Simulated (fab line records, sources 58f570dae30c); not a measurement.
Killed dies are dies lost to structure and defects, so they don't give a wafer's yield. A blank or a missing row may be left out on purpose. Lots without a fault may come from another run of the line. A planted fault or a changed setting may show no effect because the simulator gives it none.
fab line records | flow berkeley_cmos170
record lots=5 wafers=23
route steps=331 shown PWELL@36 ACTIVE@68 SACOX@98 PVT@116 GATE@141 PLDD@154 NLDD@162 SPACER@171 BACKSIDE@202
start_h: hours from the record's first day to the start of the lot's first wafer shown | wait_h: hours since the lot's step before | " the same as in the row above | L1.1+2: a row that stands for several wafers | - no value, or no start given | * or withheld: withheld | < > ~ a bound
route shown NAME@n: a module of which the file shows steps, and the number in the route of the first | usual: mean/standard deviation of fault-free wafers | same: alike in all rows | chamber/n: place in a boat | sites: the reading at each site | _std_site: their standard deviation | _edge_site: outer sites' mean less inner sites' | radius_mm: how far each site lies from the wafer's centre | mask NAME#n: copy n | behind: the tool/chamber that last shaped the wafer | hold: why the lot was held/for how many hours/how that ended | device: the transistor (n, p or np) that didn't switch | end of line: the same wafers' tests at the end of the route | a step without rows: its recipe alone | killed: dies lost to structure and defects at the first sort, not the wafer's yield | map: a wafer's dies, x killed, . not, _ none there
set.NAME: the setting as run; set.NAME@STEP: as run at that earlier step | model.NAME: the simulator's own value behind a step, which no gauge read
lots whose settings were changed on purpose; a table a step, a row a wafer
## steps
# step UCB170_PWELL_OXIDATION_02
# recipe temp_c=1000 ambient=O2 target_thk_a=264 ox_time_s=1260
# columns lot.wafer tool chamber start_h wait_h set.temp_c model.SiO2_of_PWELL_OXIDATION_02.thk_nm
L075.1 - - - 2.1 1000 25.55
L075.2 " - " " 1000 25.48
L075.3 " - " " 1000 25.44
L075.4 " - " " 1000 25.26
L075.6 " - " " 1000 25.97
L078.3 furnace-03 0 57.43 3.3 1000 26.52
L078.4 " 0 " " 1000 26.78
L078.6 " 0 " " 1000 26.98
L080.1 - - - 2.3 1021 31.96
L080.2 " - " " 1021 31.81
L080.3 " - " " 1021 31.37
L080.5 " - " " 1021 31.79
L080.6 " - " " 1021 31.33
L081.1 - - - 2.6 975.8 20.27
L081.2 " - " " 975.8 19.99
L081.3 " - " " 975.8 20.3
L081.4 " - " " 975.8 20.32
L081.6 " - " " 975.8 19.95
L083.1 - - - 3.0 1030 34.42
L083.2 " - " " 1030 34.5
L083.4 " - " " 1030 34.44
L083.5 " - " " 1030 34.45
L083.6 " - " " 1030 34.14
# step UCB170_PWELL_THK_MEAS_03
# recipe reads=SiO2_of_PWELL_OXIDATION_02
# usual PWELL_OXIDE_THK=26.3/0.48
# columns lot.wafer tool chamber start_h wait_h set.temp_c@PWELL_OXIDATION_02 PWELL_OXIDE_THK[nm]
L075.1 film_metro-04 - - - 1000 25.5
L075.2 " - " " 1000 25.5
L075.3 " - " " 1000 25.5
L075.4 " - " " 1000 25.2
L075.6 " - " " 1000 25.9
L078.3 film_metro-01 - 58.80 0.0 1000 26.6
L078.4 " - " " 1000 26.8
L078.6 " - " " 1000 26.9
L080.1 film_metro-02 - - - 1021 32.0
L080.2 " - " " 1021 31.8
L080.3 " - " " 1021 31.4
L080.5 " - " " 1021 31.8
L080.6 " - " " 1021 31.3
L081.1 film_metro-01 - - - 975.8 20.2
L081.2 " - " " 975.8 20.0
L081.3 " - " " 975.8 20.3
L081.4 " - " " 975.8 20.2
L081.6 " - " " 975.8 20.0
L083.1 film_metro-02 - - - 1030 34.4
L083.2 " - " " 1030 34.5
L083.4 " - " " 1030 34.4
L083.5 " - " " 1030 34.4
L083.6 " - " " 1030 34.1
# step UCB170_PWELL_COAT_08
# recipe resist=KrF spin_rpm=1500 resist_thk_nm=900
# columns lot.wafer tool chamber start_h wait_h set.spin_rpm model.KrF_of_PWELL_COAT_08.thk_nm
L075.1+2 litho_track-04 0 50.35 0.1 1598 872.7
L075.3 " 0 " " 1500 899.6
L075.4 " 0 " " 1598 872.5
L075.6 " 0 " " 1500 900.3
L078.3 litho_track-04 0 66.94 0.1 1500 896.1
L078.4 " 0 " " 1500 897.9
L078.6 " 0 " " 1500 896.2
L080.1 litho_track-03 0 77.05 0.1 1500 903.3
L080.2 " 0 " " 1587 876
L080.3 " 0 " " 1500 897.8
L080.5 " 0 " " 1500 898.3
L080.6 " 0 " " 1587 876.7
L081.1 litho_track-03 0 83.11 0.1 1396 932.5
L081.2 " 0 " " 1396 932
L081.3 " 0 " " 1500 902.3
L081.4 " 0 " " 1396 933.9
L081.6 " 0 " " 1500 900.8
L083.1 litho_track-04 0 93.73 0.1 1465 909.8
L083.2 " 0 " " 1500 900.9
L083.4 " 0 " " 1465 913.3
L083.5 " 0 " " 1500 902.4
L083.6 " 0 " " 1465 912.8
# step UCB170_PWELL_SOFTBAKE_09
# recipe resist=KrF temp_c=130 time_s=60
# step UCB170_PWELL_EXPOSE_10
# recipe mask_id=PWELL target_cd_nm=3000 na=0.5 sigma_outer=0.6 source_shape=conventional dose_mj=19
# step UCB170_PWELL_ETCH_14
# recipe chemistry=CH3F/Ar/O2 target=Si3N4 stop_on=SiO2 CH3F_flow_sccm=20 Ar_flow_sccm=50 O2_flow_sccm=7 pressure_mtorr=50 rf_w=450 target_depth_a=2420 over_etch_frac=0.1 time_s=151
# step UCB170_PWELL_IMPLANT_15
# recipe species=B dose_cm2=5e+12 energy_kev=60 tilt_deg=7
# step UCB170_PWELL_STRIP_16
# recipe chemistry=O2 power_w=400 pressure_mtorr=3500 platen_temp_c=withheld o2_flow_sccm=400 overash_fraction=0.5
# usual strip_time_to_endpoint_s=18.04/0.083
# columns lot.wafer tool chamber start_h wait_h set.spin_rpm@PWELL_COAT_08 strip_time_to_endpoint_s
L075.1 plasma_asher-01 0 51.40 0.1 1598 17.51
L075.2 " 1 " " 1598 17.42
L075.3 " 0 " " 1500 18.15
L075.4 " 1 " " 1598 17.42
L075.6 " 0 " " 1500 18.09
L078.3 plasma_asher-04 1 67.90 0.1 1500 18.00
L078.4 " 0 " " 1500 18.13
L078.6 " 1 " " 1500 17.98
L080.1 plasma_asher-01 0 78.18 0.1 1500 18.18
L080.2 " 1 " " 1587 17.53
L080.3 " 0 " " 1500 18.02
L080.5 " 0 " " 1500 18.12
L080.6 " 1 " " 1587 17.54
L081.1 plasma_asher-02 1 84.42 0.1 1396 18.86
L081.2 " 0 " " 1396 18.71
L081.3 " 1 " " 1500 18.10
L081.4 " 0 " " 1396 18.90
L081.6 " 0 " " 1500 18.11
L083.1 plasma_asher-02 1 94.97 0.1 1465 18.29
L083.2 " 0 " " 1500 18.10
L083.4 " 0 " " 1465 18.37
L083.5 " 0 " " 1500 18.02
L083.6 " 1 " " 1465 18.38
# step UCB170_ACTIVE_COAT_08
# recipe resist=KrF spin_rpm=1500 resist_thk_nm=900
# columns lot.wafer tool chamber start_h wait_h set.resist_thk_nm model.KrF_of_ACTIVE_COAT_08.thk_nm
L075.1 litho_track-01 0 76.60 0.1 870.4 867.2
L075.2 " 0 " " 870.4 871.4
L075.3 " 0 " " 900 901
L075.4 " 0 " " 900 900.1
L075.6 " 0 " " 870.4 869.7
L078.3 litho_track-03 0 95.46 0.1 900 898.6
L078.4 " 0 " " 900 899.9
L078.6 " 0 " " 900 901.5
L080.1 litho_track-02 0 101.76 0.1 900 898.5
L080.2 " 0 " " 900 900.6
L080.3 " 0 " " 900 898.6
L080.5 " 0 " " 900 899.5
L080.6 " 0 " " 900 899.1
L081.1 litho_track-03 0 107.13 0.1 900 895.2
L081.2 " 0 " " 884.4 880.5
L081.3 " 0 " " 884.4 881.6
L081.4 " 0 " " 900 897
L081.6 " 0 " " 900 895.9
L083.1 litho_track-03 0 121.60 0.1 900 901.8
L083.2 " 0 " " 900 901.6
L083.4 " 0 " " 939.5 940.2
L083.5 " 0 " " 939.5 944.4
L083.6 " 0 " " 939.5 943.1
# step UCB170_SACOX_OXIDATION_01
# recipe temp_c=900 ambient=O2 target_thk_a=144 ox_time_s=2400
# columns lot.wafer tool chamber start_h wait_h set.temp_c model.SiO2_of_SACOX_OXIDATION_01.thk_nm
L075.1 - - - 0.1 912.9 16
L075.2 " - " " 912.9 15.99
L075.3 " - " " 912.9 15.98
L075.4 " - " " 912.9 16.14
L075.6 " - " " 912.9 15.89
L078.3 furnace-04 0 119.84 3.3 900 14.21
L078.4 " 0 " " 900 14.11
L078.6 " 0 " " 900 14.2
L080.1 - - - 4.9 900 14.02
L080.2 " - " " 900 13.84
L080.3 " - " " 900 13.69
L080.5 " - " " 900 13.92
L080.6 " - " " 900 14.1
L081.1 - - - 0.9 906.9 15.41
L081.2 " - " " 906.9 15.35
L081.3 " - " " 906.9 15.31
L081.4 " - " " 906.9 15.46
L081.6 " - " " 906.9 15.58
L083.1 - - - 2.4 883.6 11.74
L083.2 " - " " 883.6 11.75
L083.4 " - " " 883.6 11.99
L083.5 " - " " 883.6 11.88
L083.6 " - " " 883.6 11.76
# step UCB170_SACOX_THK_MEAS_02
# recipe reads=SiO2_of_SACOX_OXIDATION_01
# usual SACOX_OXIDE_THK=14.34/0.29
# columns lot.wafer tool chamber start_h wait_h set.temp_c@SACOX_OXIDATION_01 SACOX_OXIDE_THK[nm]
L075.1 film_metro-03 - - - 912.9 15.95
L075.2 " - " " 912.9 16.02
L075.3 " - " " 912.9 15.97
L075.4 " - " " 912.9 16.11
L075.6 " - " " 912.9 15.85
L078.3 film_metro-03 - 121.52 0.0 900 14.22
L078.4 " - " " 900 14.10
L078.6 " - " " 900 14.19
L080.1 film_metro-01 - - - 900 14.07
L080.2 " - " " 900 13.84
L080.3 " - " " 900 13.69
L080.5 " - " " 900 13.85
L080.6 " - " " 900 14.12
L081.1 film_metro-04 - - - 906.9 15.47
L081.2 " - " " 906.9 15.35
L081.3 " - " " 906.9 15.26
L081.4 " - " " 906.9 15.44
L081.6 " - " " 906.9 15.55
L083.1 film_metro-04 - - - 883.6 11.72
L083.2 " - " " 883.6 11.71
L083.4 " - " " 883.6 12.03
L083.5 " - " " 883.6 11.92
L083.6 " - " " 883.6 11.71
# step UCB170_PVT_COAT_01
# recipe resist=KrF spin_rpm=1500 resist_thk_nm=900
# columns lot.wafer tool chamber start_h wait_h set.resist_thk_nm model.KrF_of_PVT_COAT_01.thk_nm
L075.1 litho_track-04 0 102.61 0.1 900 897.7
L075.2 " 0 " " 864.5 863.1
L075.3 " 0 " " 900 896.3
L075.4 " 0 " " 864.5 861.6
L075.6 " 0 " " 900 897.1
L078.3 litho_track-02 0 132.96 0.1 900 895.2
L078.4 " 0 " " 900 897.8
L078.6 " 0 " " 900 897.7
L080.1 litho_track-03 0 136.82 0.1 900 896.3
L080.2 " 0 " " 900 898.5
L080.3 " 0 " " 900 899.8
L080.5 " 0 " " 900 898.7
L080.6 " 0 " " 900 900
L081.1 litho_track-02 0 137.13 0.1 852.8 854
L081.2 " 0 " " 900 902
L081.3 " 0 " " 852.8 852.6
L081.4 " 0 " " 900 899.1
L081.6 " 0 " " 852.8 853.8
L083.1 litho_track-03 0 151.86 0.1 900 901.2
L083.2 " 0 " " 900 897.8
L083.4 " 0 " " 923.4 923.5
L083.5 " 0 " " 923.4 921.5
L083.6 " 0 " " 900 900.9
# step UCB170_PVT_STRIP_08
# recipe chemistry=O2 power_w=400 pressure_mtorr=3500 platen_temp_c=withheld o2_flow_sccm=400 overash_fraction=0.5
# usual strip_time_to_endpoint_s=21.60/0.047
# columns lot.wafer tool chamber start_h wait_h set.o2_flow_sccm set.resist_thk_nm@PVT_COAT_01 strip_time_to_endpoint_s
L075.1 plasma_asher-04 0 103.93 0.1 400 900 21.57
L075.2 " 1 " " 400 864.5 20.76
L075.3 " 1 " " 400 900 21.53
L075.4 " 0 " " 400 864.5 20.71
L075.6 " 1 " " 400 900 21.55
L078.3 plasma_asher-01 0 134.14 0.1 400 900 21.51
L078.4 " 1 " " 400 900 21.57
L078.6 " 0 " " 400 900 21.58
L080.1 plasma_asher-02 1 137.89 0.1 400 900 21.56
L080.2 " 0 " " 400 900 21.61
L080.3 " 1 " " 400 900 21.61
L080.5 " 0 " " 400 900 21.60
L080.6 " 1 " " 400 900 21.64
L081.1 plasma_asher-04 1 138.13 0.1 400 852.8 20.53
L081.2 " 0 " " 400 900 21.67
L081.3 " 1 " " 400 852.8 20.50
L081.4 " 0 " " 400 900 21.60
L081.6 " 1 " " 400 852.8 20.51
L083.1 plasma_asher-04 0 153.70 0.1 424.2 900 21.49
L083.2 " 1 " " 400 900 21.58
L083.4 " 1 " " 424.2 923.4 22.03
L083.5 " 1 " " 400 923.4 22.16
L083.6 " 0 " " 424.2 900 21.48
# step UCB170_GATE_ETCH_15
# recipe chemistry=HBr/Cl2 target=poly-Si stop_on=SiO2 over_etch_frac=0.3 icp_w=300 bias_w=150 time_s=56.3 pressure_mtorr=15 HBr_flow_sccm=150 Cl2_flow_sccm=50 target_depth_a=2782
# columns lot.wafer tool chamber start_h wait_h set.time_s model.KrF_of_GATE_COAT_07.thk_nm
L075.1 rie_si-02 3 115.89 - 56.3 782.3
L075.2 " 0 " " 51.29 786.6
L075.3 " 2 " " 56.3 779.9
L075.4 " 1 " " 56.3 774.6
L075.6 " 2 " " 51.29 785.2
L078.3 rie_si-01 1 145.49 - 56.3 768.2
L078.4 " 0 " " 56.3 774.4
L078.6 " 0 " " 56.3 773.9
L080.1 rie_si-01 3 149.01 - 62.67 760.3
L080.2 " 0 " " 56.3 773.6
L080.3 " 2 " " 56.3 772.8
L080.5 " 1 " " 62.67 756
L080.6 " 2 " " 62.67 761
L081.1 rie_si-02 2 149.10 - 61.82 771.7
L081.2 " 3 " " 56.3 779
L081.3 " 1 " " 61.82 762.7
L081.4 " 0 " " 56.3 777.3
L081.6 " 0 " " 56.3 780.7
L083.1 rie_si-02 0 164.11 - 56.3 777.8
L083.2 " 1 " " 53.15 781.6
L083.4 " 3 " " 53.15 786.8
L083.5 " 1 " " 53.15 783.2
L083.6 " 0 " " 56.3 777.3
# step UCB170_PLDD_IMPLANT_09
# recipe species=BF2 dose_cm2=5e+13 energy_kev=10 tilt_deg=7 rotation_deg=180
# columns lot.wafer tool chamber start_h wait_h set.energy_kev model.implant.rp_nm model.implant.drp_nm
L075.1+2+4 implanter-01 0 117.65 0.1 10.49 10.82 6.207
L075.3+6 " 0 " " 10 10.43 6.005
L078.3+4+6 implanter-01 0 147.52 0.1 10 10.49 6.005
L080.1+2+3+5+6 implanter-04 0 151.37 0.1 10 10.39 6.005
L081.1+2 implanter-03 0 151.43 0.1 10.48 10.25 6.203
L081.3+4+6 " 0 " " 10 9.895 6.005
L083.1+5+6 implanter-04 0 168.43 0.1 10 10.27 6.005
L083.2+4 " 0 " " 10.5 10.65 6.211
# step UCB170_NLDD_PEB_04
# recipe peb_temp_c=130 peb_time_s=withheld resist=KrF
# columns lot.wafer tool chamber start_h wait_h set.peb_temp_c
L075.1+2+3 litho_track-01 0 118.70 0.1 133.6
L075.4+6 " 0 " " 130
L078.3+4+6 litho_track-01 0 149.14 0.5 130
L080.1+2+6 litho_track-01 0 153.52 0.7 133.7
L080.3+5 " 0 " " 130
L081.1+2+3+4+6 litho_track-03 0 153.71 0.7 130
L083.1+5 litho_track-01 0 170.09 0.5 133.2
L083.2+4+6 " 0 " " 130
# step UCB170_NLDD_DEVELOP_05
# recipe developer=TMAH develop_time_s=45 resist=KrF dev_temp_c=21
# step UCB170_NLDD_CD_MEAS_06
# recipe target_cd_nm=1200
# usual cd_nm=1200.1/2
# columns lot.wafer tool chamber start_h wait_h set.peb_temp_c@NLDD_PEB_04 cd_nm
L075.1 cd_sem-01 - 118.98 - 133.6 1224.3
L075.2 " - " " 133.6 1224.9
L075.3 " - " " 133.6 1225.2
L075.4 " - " " 130 1201.9
L075.6 " - " " 130 1202.2
L078.3 cd_sem-01 - 149.41 - 130 1199.8
L078.4 " - " " 130 1198.4
L078.6 " - " " 130 1200.2
L080.1 cd_sem-02 - 153.79 - 133.7 1219.3
L080.2 " - " " 133.7 1220.1
L080.3 " - " " 130 1196.9
L080.5 " - " " 130 1197.1
L080.6 " - " " 133.7 1218.3
L081.1 cd_sem-01 - 153.98 - 130 1199.7
L081.2 " - " " 130 1199.0
L081.3 " - " " 130 1199.5
L081.4 " - " " 130 1199.0
L081.6 " - " " 130 1200.4
L083.1 cd_sem-02 - 170.37 - 133.2 1219.5
L083.2 " - " " 130 1201.8
L083.4 " - " " 130 1201.6
L083.5 " - " " 133.2 1220.9
L083.6 " - " " 130 1202.5
# step UCB170_SPACER_CVD_00
# recipe material=SiO2 target_thk_nm=376 temp_c=390 precursor=TEOS/O2 time_s=47 rf_w=550 pressure_mtorr=9000
# columns lot.wafer tool chamber start_h wait_h set.time_s model.SiO2_of_SPACER_CVD_00.thk_nm
L075.1 pecvd-03 1 119.77 0.0 47 369.2
L075.2 " 0 " " 53.66 421.1
L075.3 " 2 " " 53.66 426.5
L075.4 " 2 " " 47 376.1
L075.6 " 0 " " 53.66 427.2
L078.3 pecvd-04 1 150.18 0.0 47 367.4
L078.4 " 1 " " 47 377.8
L078.6 " 2 " " 47 379.4
L080.1 pecvd-03 2 154.60 0.0 42.71 343.3
L080.2 " 0 " " 47 373.6
L080.3 " 1 " " 47 371.7
L080.5 " 0 " " 47 380.6
L080.6 " 2 " " 42.71 347.3
L081.1 pecvd-04 2 154.88 0.0 49.1 386.9
L081.2 " 0 " " 47 362.6
L081.3 " 1 " " 47 366.7
L081.4 " 0 " " 47 371.1
L081.6 " 1 " " 49.1 391.5
L083.1 pecvd-04 0 171.16 0.0 47 363.8
L083.2 " 2 " " 47 375.9
L083.4 " 1 " " 47 373.7
L083.5 " 2 " " 51.21 412.3
L083.6 " 0 " " 51.21 403.9
# step UCB170_SPACER_THK_MEAS_01
# recipe reads=SiO2_of_SPACER_CVD_00
# usual SPACER_TEOS_THK=373/4.8
# columns lot.wafer tool chamber start_h wait_h set.time_s@SPACER_CVD_00 SPACER_TEOS_THK[nm]
L075.1 film_metro-04 - 119.81 0.0 47 369
L075.2 " - " " 53.66 421
L075.3 " - " " 53.66 427
L075.4 " - " " 47 376
L075.6 " - " " 53.66 428
L078.3 film_metro-02 - 150.24 0.0 47 368
L078.4 " - " " 47 378
L078.6 " - " " 47 379
L080.1 film_metro-02 - 154.64 0.0 42.71 343
L080.2 " - " " 47 374
L080.3 " - " " 47 372
L080.5 " - " " 47 381
L080.6 " - " " 42.71 347
L081.1 film_metro-03 - 154.92 0.0 49.1 387
L081.2 " - " " 47 363
L081.3 " - " " 47 367
L081.4 " - " " 47 371
L081.6 " - " " 49.1 391
L083.1 film_metro-03 - 171.20 0.0 47 364
L083.2 " - " " 47 376
L083.4 " - " " 47 374
L083.5 " - " " 51.21 413
L083.6 " - " " 51.21 404
# step UCB170_SPACER_ANNEAL_02
# recipe temp_c=900 time_s=1800 ambient=N2
# step UCB170_SPACER_ETCHBACK_03
# recipe stop_on=Si target=SiO2 chemistry=CHF3/CF4/Ar CHF3_flow_sccm=50 cf4_flow_sccm=10 Ar_flow_sccm=120 pressure_mtorr=200 rf_w=500 target_depth_a=3760 time_s=100
# usual oes_product_au=0.885/0.02
# columns lot.wafer tool chamber start_h wait_h set.time_s@SPACER_CVD_00 oes_product_au model.etch.depth_nm
L075.1 rie_diel-03 2 121.86 0.0 47 0.871 369.2
L075.2 " 1 " " 53.66 0.944 -
L075.3 " 0 " " 53.66 0.949 418.5
L075.4 " 3 " " 47 0.885 -
L075.6 " 3 " " 53.66 0.945 421.8
L078.3 rie_diel-01 3 155.04 0.0 47 0.859 367.4
L078.4 " 2 " " 47 0.889 377.8
L078.6 " 3 " " 47 0.886 379.4
L080.1 rie_diel-02 3 157.87 0.0 42.71 0.822 -
L080.2 " 2 " " 47 0.896 -
L080.3 " 0 " " 47 0.898 371.7
L080.5 " 3 " " 47 0.882 380.6
L080.6 " 2 " " 42.71 0.862 347.3
L081.1 rie_diel-01 3 157.87 0.0 49.1 0.897 -
L081.2 " 2 " " 47 0.865 362.6
L081.3 " 0 " " 47 0.860 -
L081.4 " 0 " " 47 0.864 -
L081.6 " 3 " " 49.1 0.911 391.5
L083.1 rie_diel-02 2 173.08 0.1 47 0.880 363.8
L083.2 " 0 " " 47 0.912 -
L083.4 " 3 " " 47 0.881 -
L083.5 " 3 " " 51.21 0.944 412.3
L083.6 " 0 " " 51.21 0.965 403.9
# step UCB170_BACKSIDE_STRIP_03
# recipe chemistry=O2 power_w=400 pressure_mtorr=3500 platen_temp_c=withheld o2_flow_sccm=400 overash_fraction=0.5
# usual oes_product_au=0.734/0.005 strip_time_to_endpoint_s=21.95/0.038
# columns lot.wafer tool chamber start_h wait_h set.power_w oes_product_au strip_time_to_endpoint_s
L075.1 plasma_asher-01 0 128.00 0.1 400 0.740 22.03
L075.2 " 1 " " 412.4 0.744 21.46
L075.3 " 0 " " 400 0.741 21.95
L075.4 " 1 " " 400 0.733 21.94
L075.6 " 0 " " 412.4 0.739 21.57
L078.3 plasma_asher-02 0 163.12 0.1 400 0.734 22.00
L078.4 " 1 " " 400 0.733 21.97
L078.6 " 0 " " 400 0.742 21.99
L080.1 plasma_asher-03 1 163.40 0.1 358 0.693 23.91
L080.2 " 0 " " 358 0.697 23.84
L080.3 " 0 " " 358 0.684 23.85
L080.5 " 1 " " 400 0.732 22.00
L080.6 " 0 " " 400 0.735 22.00
L081.1 plasma_asher-02 0 163.47 0.1 364.8 0.696 23.49
L081.2 " 1 " " 400 0.742 21.97
L081.3 " 1 " " 364.8 0.694 23.46
L081.4 " 0 " " 364.8 0.702 23.50
L081.6 " 0 " " 400 0.737 22.01
L083.1 plasma_asher-03 1 179.40 0.1 400 0.735 22.01
L083.2 " 0 " " 400 0.742 22.02
L083.4 " 1 " " 400 0.741 21.96
L083.5 " 1 " " 400 0.736 21.93
L083.6 " 0 " " 400 0.724 21.98
## key
split step=UCB170_PWELL_OXIDATION_02 setting=temp_c stated=1000 by=lot
response step=UCB170_PWELL_OXIDATION_02 reading=model.SiO2_of_PWELL_OXIDATION_02.thk_nm change=+2.62 per=1% r=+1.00
response step=UCB170_PWELL_THK_MEAS_03 reading=PWELL_OXIDE_THK change=+2.62 per=1% r=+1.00
split step=UCB170_PWELL_COAT_08 setting=spin_rpm stated=1500 by=wafer
response step=UCB170_PWELL_COAT_08 reading=model.KrF_of_PWELL_COAT_08.thk_nm change=-4.27 per=1% r=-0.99
response step=UCB170_PWELL_STRIP_16 reading=strip_time_to_endpoint_s change=* per=1% r=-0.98
split step=UCB170_ACTIVE_COAT_08 setting=resist_thk_nm stated=900 by=wafer
response step=UCB170_ACTIVE_COAT_08 reading=model.KrF_of_ACTIVE_COAT_08.thk_nm change=+9.3 per=1% r=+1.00
split step=UCB170_SACOX_OXIDATION_01 setting=temp_c stated=900 by=lot
response step=UCB170_SACOX_OXIDATION_01 reading=model.SiO2_of_SACOX_OXIDATION_01.thk_nm change=+1.32 per=1% r=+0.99
response step=UCB170_SACOX_THK_MEAS_02 reading=SACOX_OXIDE_THK change=+1.31 per=1% r=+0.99
split step=UCB170_PVT_COAT_01 setting=resist_thk_nm stated=900 by=wafer
response step=UCB170_PVT_COAT_01 reading=model.KrF_of_PVT_COAT_01.thk_nm change=+8.87 per=1% r=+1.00
response step=UCB170_PVT_STRIP_08 reading=strip_time_to_endpoint_s change=* per=1% r=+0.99
split step=UCB170_PVT_STRIP_08 setting=o2_flow_sccm stated=400 by=wafer
response none clear
split step=UCB170_GATE_ETCH_15 setting=time_s stated=56.3 by=wafer
response step=UCB170_GATE_ETCH_15 reading=model.KrF_of_GATE_COAT_07.thk_nm change=-1.12 per=1% r=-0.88
split step=UCB170_PLDD_IMPLANT_09 setting=energy_kev stated=10 by=wafer
response step=UCB170_PLDD_IMPLANT_09 reading=model.implant.rp_nm change=+0.0763 per=1% r=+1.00
response step=UCB170_PLDD_IMPLANT_09 reading=model.implant.drp_nm change=+0.0413 per=1% r=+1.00
split step=UCB170_NLDD_PEB_04 setting=peb_temp_c stated=130 by=wafer
response step=UCB170_NLDD_CD_MEAS_06 reading=cd_nm change=+7.84 per=1% r=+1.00
split step=UCB170_SPACER_CVD_00 setting=time_s stated=47 by=wafer
response step=UCB170_SPACER_CVD_00 reading=model.SiO2_of_SPACER_CVD_00.thk_nm change=+3.76 per=1% r=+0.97
response step=UCB170_SPACER_THK_MEAS_01 reading=SPACER_TEOS_THK change=+3.77 per=1% r=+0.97
response step=UCB170_SPACER_ETCHBACK_03 reading=oes_product_au change=+0.00564 per=1% r=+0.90
response step=UCB170_SPACER_ETCHBACK_03 reading=model.etch.depth_nm change=+3.9 per=1% r=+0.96
split step=UCB170_BACKSIDE_STRIP_03 setting=power_w stated=400 by=wafer
response step=UCB170_BACKSIDE_STRIP_03 reading=oes_product_au change=+0.00418 per=1% r=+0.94
response step=UCB170_BACKSIDE_STRIP_03 reading=strip_time_to_endpoint_s change=* per=1% r=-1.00
